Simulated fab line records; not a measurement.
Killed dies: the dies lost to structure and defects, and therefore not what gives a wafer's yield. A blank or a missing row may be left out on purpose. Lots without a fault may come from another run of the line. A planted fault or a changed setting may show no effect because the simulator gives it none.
Which tool is to blame? -- flow berkeleyCmos170 -- 13 lots, 35 wafers sampled, at 4 steps of a route of 331

## WHAT EACH GAUGE READ, for each wafer
UCB170_SILICIDE_RS_MEAS_02: measurement is done with a four-point probe.
lot,measured,on,SILICIDE_TI_RS (ohm/sq)
L254,day 6 21:50,filmMetro-01,26.7 26.7 26.2
L255,day 6 21:36,filmMetro-01,26.3 26.1 26.1
L256,day 6 21:48,filmMetro-02,25.9 26.1 25.9
L257,day 7 10:03,filmMetro-01,26.7 26.7 26.4
L261,day 8 13:04,filmMetro-02,26.3 26.0 26.3
L262,day 8 12:59,filmMetro-01,26.3 25.9 26.3
L260,day 8 12:38,filmMetro-01,26.2 27.0 26.4
L266,day 8 23:36,filmMetro-04,26.0
L268,day 9 20:45,filmMetro-02,26.7
L271,day 10 06:19,filmMetro-01,26.3 26.4 26.1
L272,day 10 21:16,filmMetro-02,26.4 26.1 26.1
L275,day 10 21:10,filmMetro-01,26.1 26.2 26.5
L276,day 11 08:49,filmMetro-01,26.5 26.3 26.7

UCB170_M1_THK_MEAS_02: measures by xrf.
lot,measured,on,M1_AL_THK (nm)
L254,day 7 09:05,filmMetro-04,601 605 601
L255,day 7 08:44,filmMetro-02,605 599 601
L256,day 7 08:58,filmMetro-03,606 600 602
L257,day 7 14:52,filmMetro-03,602 606 597
L261,day 8 18:45,filmMetro-03,597 599 597
L262,day 8 18:55,filmMetro-04,605 604 615
L260,day 8 19:16,filmMetro-03,604 603 611
L266,day 9 07:38,filmMetro-02,591
L268,day 10 03:07,filmMetro-03,602
L271,day 10 12:19,filmMetro-02,605 602 606
L272,day 11 04:34,filmMetro-03,592 600 604
L275,day 11 01:59,filmMetro-04,618 617 616
L276,day 11 15:02,filmMetro-03,599 597 608

## TOOL THAT RAN EACH LOT (tool first, then ch and the chambers of the sampled wafers, then the start)
lot,UCB170_GATE_ETCH_14,UCB170_GATE_STRIP_16
L254,"rieDiel-03 ch 0,1,3, day 6 04:43","plasmaAsher-04 ch 0,1, day 6 04:49"
L255,"rieDiel-03 ch 0,1,2, day 6 05:26","plasmaAsher-02 ch 0,1, day 6 05:32"
L256,"rieDiel-04 ch 1,2,3, day 6 08:28","plasmaAsher-02 ch 0,1, day 6 08:33"
L257,"rieDiel-03 ch 0,1,2, day 6 12:25","plasmaAsher-04 ch 0,1, day 6 12:30"
L261,"rieDiel-04 ch 0,1,3, day 7 16:20","plasmaAsher-01 ch 0,1, day 7 16:27"
L262,"rieDiel-03 ch 1,2,3, day 7 16:36","plasmaAsher-02 ch 0,1, day 7 16:41"
L260,"rieDiel-01 ch 0,3, day 7 16:53","plasmaAsher-04 ch 0,1, day 7 16:58"
L266,"rieDiel-01 ch 2, day 8 08:14","plasmaAsher-04 ch 1, day 8 08:22"
L268,"rieDiel-01 ch 0, day 9 05:45","plasmaAsher-04 ch 1, day 9 05:53"
L271,"rieDiel-04 ch 0,1,2, day 9 10:53","plasmaAsher-01 ch 0,1, day 9 10:58"
L272,"rieDiel-03 ch 1,3, day 10 07:17","plasmaAsher-02 ch 1, day 10 07:22"
L275,"rieDiel-04 ch 0,1,3, day 10 07:24","plasmaAsher-01 ch 0,1, day 10 07:29"
L276,"rieDiel-03 ch 2,3, day 10 18:20","plasmaAsher-02 ch 0,1, day 10 18:26"
- UCB170_GATE_ETCH_14: etches BARC in N2/H2.
- UCB170_GATE_STRIP_16: strips in O2.

## AS READ BY THE TOOLS THEMSELVES (means over the sampled wafers that have a number; for cases with no such wafer, the mark the record gives instead)
UCB170_GATE_ETCH_14.
lot,tool,drypumpMotorCurrentA (A),oesProductAu (a.u.),rfFwdPowerW (W),throttleValvePct (%)
L254,rieDiel-03,5.4,1.009,493.0,13.37
L255,rieDiel-03,5.3,0.998,491.5,13.28
L256,rieDiel-04,6.6,0.991,495.9,13.28
L257,rieDiel-03,5.3,0.991,492.8,13.28
L261,rieDiel-04,6.4,0.997,496.6,13.24
L262,rieDiel-03,5.3,1.015,494.9,13.33
L260,rieDiel-01,5.8,1.006,495.1,13.31
L266,rieDiel-01,6.5,0.900,496.7,13.19
L268,rieDiel-01,5.2,0.913,495.2,13.18
L271,rieDiel-04,6.3,0.994,495.9,13.26
L272,rieDiel-03,5.4,1.033,492.3,13.43
L275,rieDiel-04,6.4,0.988,497.0,13.23
L276,rieDiel-03,5.1,1.018,493.5,13.41

UCB170_GATE_STRIP_16.
lot,tool,drypumpMotorCurrentA (A),o2FlowSccm (sccm),oesProductAu (a.u.)
L254,plasmaAsher-04,6.06,400.2,0.726
L255,plasmaAsher-02,6.33,399.5,0.724
L256,plasmaAsher-02,6.32,400.3,0.725
L257,plasmaAsher-04,5.86,400.7,0.725
L261,plasmaAsher-01,6.08,400.5,0.723
L262,plasmaAsher-02,6.10,399.2,0.724
L260,plasmaAsher-04,6.04,399.5,0.724
L266,plasmaAsher-04,6.20,399.5,0.729
L268,plasmaAsher-04,6.26,401.4,0.721
L271,plasmaAsher-01,6.08,400.3,0.724
L272,plasmaAsher-02,6.56,399.9,0.724
L275,plasmaAsher-01,6.07,401.5,0.726
L276,plasmaAsher-02,6.10,399.5,0.719

## THE ANSWER, worked out from the rows above alone
Rule: usual is defined by the lots themselves. The widest of any qualifying gaps counts: lots, ordered by their means at a reading, are off when they make up no more than a third of the lots, leave a main group of 4 or more, and stand apart from it by 3 or more times the standard deviation of that group's means. A main group whose means are all the same, to the digits that the tables above print for the reading, isn't used. Also off: a lot with no number at a reading for which 4 or more lots have one. All remaining lots with rows at the step are treated as sound. The gauges are gone through in route order, then the tools' own readings, and for those a lot's mean is taken as printed above. The first step at which some lot is off is used, and at that step the reading that is off furthest; a lot without a number counts as furthest.
Off: L266, L268, at UCB170_GATE_ETCH_14 (oesProductAu). The main group has a mean of 1.004 a.u. with a standard deviation of 0.013.
A tool fits if, at that step or a process step before it, it ran every lot that is off, and no sound lot after the first of them. One fits: rieDiel-01 at UCB170_GATE_ETCH_14. Its last sound lot is L260 (day 7 16:53), its first lot that is off L266 (day 8 08:14): a fault that began between those two fits.
The tool's own readings at UCB170_GATE_ETCH_14 bear it out: on the lots that are off they differ by more than 5 times the standard deviation of the sound lots' means. oesProductAu reads 0.907 a.u. there against 1.004 a.u. on the sound lots.

## WHAT THE SIMULATOR PUT IN
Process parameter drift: rieDiel-01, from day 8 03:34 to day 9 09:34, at UCB170_GATE_ETCH_14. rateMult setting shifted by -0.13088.
Lots struck among those shown: L266, L268. This agrees with what the rule above found.
